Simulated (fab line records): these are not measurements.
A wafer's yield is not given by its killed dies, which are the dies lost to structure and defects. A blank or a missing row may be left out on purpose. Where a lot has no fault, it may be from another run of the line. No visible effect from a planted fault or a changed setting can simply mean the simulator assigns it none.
What tool caused it? -- flow rit cmos -- 13 lots with 39 wafers sampled at 5 steps, on a route of 202 steps

== WHAT THE GAUGES READ, wafer by wafer ==
RIT_GATE_OVL_MEAS_17.
lot,measured,on,GATE_OVL (nm)
L575,day 2 22:45,overlay-02,-0.8 -0.4 0.4
L576,day 3 03:22,overlay-01,0.4 -1.4 -0.5
L577,day 3 03:38,overlay-01,0.6 2.3 2.0
L579,day 3 15:47,overlay-02,0.5 1.4 1.1
L584,day 4 19:59,overlay-02,0.6 0.8 0.7
L587,day 5 14:50,overlay-02,-0.2 0.2 -1.2
L589,day 5 23:19,overlay-02,-0.7 0.4 1.6
L590,day 6 03:04,overlay-01,1.8 -0.6 1.4
L593,day 6 18:01,overlay-02,-1.0 0.5 -0.9
L594,day 6 21:28,overlay-02,-0.8 2.0 0.4
L596,day 7 05:28,overlay-01,0.1 0.3 0.4
L597,day 7 10:29,overlay-02,0.3 -1.0 1.1
L598,day 7 13:57,overlay-02,0.2 -0.5 1.4

RIT_PSD_TW_MEAS_10.
lot,measured,on,PSD_TW
L575,day 3 11:26,film metro-03,3454 3460 3477
L576,day 3 16:46,film metro-04,3398 3407 3419
L577,day 3 16:53,film metro-02,3434 3433 3459
L579,day 4 03:59,film metro-02,3454 3460 3463
L584,day 5 10:40,film metro-03,3531 3518 3525
L587,day 6 06:15,film metro-03,3553 3540 3541
L589,day 6 12:25,film metro-04,3430 3415 3424
L590,day 6 15:24,film metro-04,3434 3427 3431
L593,day 7 06:32,film metro-03,3462 3471 3480
L594,day 7 11:16,film metro-04,3422 3406 3408
L596,day 7 18:29,film metro-04,3405 3410 3431
L597,day 7 23:43,film metro-02,3458 3462 3458
L598,day 8 02:19,film metro-02,3460 3470 3452

RIT_SDANNEAL_RS_MEAS_04: a four-point-probe measurement.
lot,measured,on,PSD_RS (ohm/sq)
L575,day 3 11:57,film metro-04,115.63 116.02 116.03
L576,day 3 17:16,film metro-04,116.05 116.06 115.99
L577,day 3 17:22,film metro-03,115.75 116.16 116.00
L579,day 4 04:30,film metro-03,115.90 116.25 116.21
L584,day 5 11:09,film metro-02,112.65 112.53 112.25
L587,day 6 06:46,film metro-03,112.29 112.16 112.21
L589,day 6 12:54,film metro-03,115.72 115.59 115.79
L590,day 6 15:53,film metro-04,116.20 115.90 115.85
L593,day 7 07:14,film metro-02,116.37 116.29 116.40
L594,day 7 11:56,film metro-02,116.58 116.24 116.33
L596,day 7 19:11,film metro-02,115.59 115.73 115.69
L597,day 8 00:13,film metro-02,116.33 116.30 116.15
L598,day 8 02:50,film metro-02,115.99 115.82 115.75

== WHAT TOOL EACH LOT RAN ON (gives the tool, then ch and the chambers of the sampled wafers, and finally the start) ==
lot,RIT_NWELL_STRIP_09,RIT_PSD_IMPLANT_08
L575,"plasma asher-01 ch 0,1, day 2 00:43","implanter-02 ch 0, day 3 11:08"
L576,"plasma asher-04 ch 0,1, day 2 09:07","implanter-02 ch 0, day 3 16:27"
L577,"plasma asher-01 ch 0,1, day 2 10:49","implanter-03 ch 0, day 3 16:34"
L579,"plasma asher-02 ch 0,1, day 2 22:29","implanter-02 ch 0, day 4 03:39"
L584,"plasma asher-04 ch 0,1, day 3 21:02","implanter-02 ch 0, day 5 10:20"
L587,"plasma asher-02 ch 0,1, day 4 14:38","implanter-02 ch 0, day 6 05:55"
L589,"plasma asher-01 ch 0,1, day 5 00:52","implanter-03 ch 0, day 6 12:05"
L590,"plasma asher-01 ch 0,1, day 5 06:00","implanter-03 ch 0, day 6 15:05"
L593,"plasma asher-01 ch 0,1, day 5 23:17","implanter-03 ch 0, day 7 06:14"
L594,"plasma asher-01 ch 0,1, day 6 03:04","implanter-01 ch 0, day 7 10:56"
L596,"plasma asher-04 ch 0,1, day 6 08:37","implanter-01 ch 0, day 7 18:11"
L597,"plasma asher-01 ch 0,1, day 6 16:57","implanter-01 ch 0, day 7 23:23"
L598,"plasma asher-02 ch 0,1, day 6 20:41","implanter-01 ch 0, day 8 01:59"
- RIT_NWELL_STRIP_09: strips in O2, time 180 s.
- RIT_PSD_IMPLANT_08

== AS READ BY THE TOOLS THEMSELVES (means over the sampled wafers that have a number; for cases with no such wafer, the mark the record gives instead) ==
RIT_NWELL_STRIP_09.
lot,tool,drypump motor current A (A)
L575,plasma asher-01,5.0
L576,plasma asher-04,5.7
L577,plasma asher-01,4.9
L579,plasma asher-02,5.3
L584,plasma asher-04,5.5
L587,plasma asher-02,5.3
L589,plasma asher-01,5.0
L590,plasma asher-01,4.9
L593,plasma asher-01,4.9
L594,plasma asher-01,5.0
L596,plasma asher-04,5.5
L597,plasma asher-01,5.0
L598,plasma asher-02,5.4

RIT_PSD_IMPLANT_08.
lot,tool,beam on s (s),end station pressure torr (Torr),faraday current uA
L575,implanter-02,12.8,1.49e-05,12056
L576,implanter-02,12.9,1.36e-05,11911
L577,implanter-03,14.6,1.22e-05,10567
L579,implanter-02,12.8,1.43e-05,12031
L584,implanter-02,17.5,1.04e-04,9160
L587,implanter-02,17.8,1.04e-04,9011
L589,implanter-03,14.7,1.27e-05,10445
L590,implanter-03,14.8,1.21e-05,10469
L593,implanter-03,15.0,1.24e-05,10311
L594,implanter-01,13.3,1.33e-05,11580
L596,implanter-01,13.3,1.38e-05,11483
L597,implanter-01,12.8,1.42e-05,11991
L598,implanter-01,13.2,1.34e-05,11657

== THE ANSWER, worked out from the rows above alone ==
Rule: the lots themselves supply what counts as usual. The widest of any qualifying gaps counts: lots, ordered by their means at a reading, are off when they make up no more than a third of the lots, leave a main group of 4 or more, and stand apart from it by 3 or more times the standard deviation of that group's means. The tables above print the reading to a certain number of digits; a main group whose means all agree to those digits is not used. Also off: a lot with no number at a reading for which 4 or more lots have one. The other lots that the step has rows for count as sound. After the gauges, taken in route order, come the tools' own readings; for these a lot's mean is taken, as printed above. The first step at which some lot is off is used, and at that step the reading that is off furthest; a lot without a number counts as furthest.
Off: at RIT_SDANNEAL_RS_MEAS_04 (PSD_RS), L584, L587. Mean 116.02 ohm/sq and standard deviation 0.23 in the main group.
If a tool, at a process step before that reading, ran all the lots that are off and no sound lot after the first of them, it fits. The gauges at RIT_SDANNEAL_RS_MEAS_04 aren't tried: what is off there is off at RIT_PSD_IMPLANT_08 too, on other tools, and a gauge's error can't cause that. One candidate fits, namely implanter-02 at RIT_PSD_IMPLANT_08. Its last sound lot is L579 (day 4 03:39), its first lot that is off L584 (day 5 10:20): a fault that began between those two fits.
The tool's own readings at RIT_PSD_IMPLANT_08 bear it out: on the lots that are off they differ by more than 5 times the standard deviation of the sound lots' means. end station pressure torr reads 1.04e-04 Torr there against 1.34e-05 Torr on the sound lots.

== WHAT HAD BEEN PUT IN BY THE SIMULATOR ==
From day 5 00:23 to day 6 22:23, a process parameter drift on implanter-02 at RIT_PSD_IMPLANT_08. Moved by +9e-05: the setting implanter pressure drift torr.
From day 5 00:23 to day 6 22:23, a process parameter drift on implanter-02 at RIT_PSD_IMPLANT_08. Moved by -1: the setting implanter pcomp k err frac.
Shown lots that were struck: L584, L587. The same result came from the rule above.
